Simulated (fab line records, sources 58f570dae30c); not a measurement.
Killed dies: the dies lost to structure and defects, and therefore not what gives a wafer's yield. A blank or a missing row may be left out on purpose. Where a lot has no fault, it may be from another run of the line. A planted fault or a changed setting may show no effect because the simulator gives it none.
Chamber matching | flow berkeley cmos170 | 3 sister chambers for UCB170_V1_CVD_00 on pecvd-01
The step deposits SiO2 from TEOS/O2, target thk 2000 nm, time 260.8 s. 3 wafers are shown with their chamber, then 8 later ones without.

WAFERS, EACH WITH ITS CHAMBER
wafer  | chamber | heater power w (W)
L832.3 | 1       | 232
L834.4 | 2       | 258
L837.1 | 0       | 255

WAFERS WITHOUT THEIR CHAMBER
wafer  | heater power w (W)
L837.4 | 183
L837.5 | 175
L836.1 | 222
L836.2 | 316
L836.6 | 254
L842.3 | 238
L842.4 | 179
L842.6 | 326

EACH ONE'S CHAMBER
wafer  | from the rows above          | in truth
L837.4 | can't be placed: 1 or 0 or 2 | 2
L837.5 | can't be placed: 1 or 0 or 2 | 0
L836.1 | can't be placed: 1 or 0 or 2 | 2
L836.2 | can't be placed: 2 or 0 or 1 | 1
L836.6 | can't be placed: 0 or 2 or 1 | 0
L842.3 | can't be placed: 1 or 0 or 2 | 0
L842.4 | can't be placed: 1 or 0 or 2 | 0
L842.6 | can't be placed: 2 or 0 or 1 | 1
Correctly placed: 0 of 8. Not placeable from these rows: 8 (in 8, the candidates include the true chamber). 0 placed wrongly.
How it was worked out, from the rows above alone: a wafer's distance from a chamber is the root of the sum, over the readings, of the square of ((its reading less the chamber's mean) divided by the reading's scatter). The wafer belongs to the nearest chamber; if the next one is less than 2 further off, it can't be placed. A chamber's mean is the mean of its shown wafers. The scatter: root of mean squared gap, hidden wafer to nearest shown wafer, with one shown wafer a chamber.
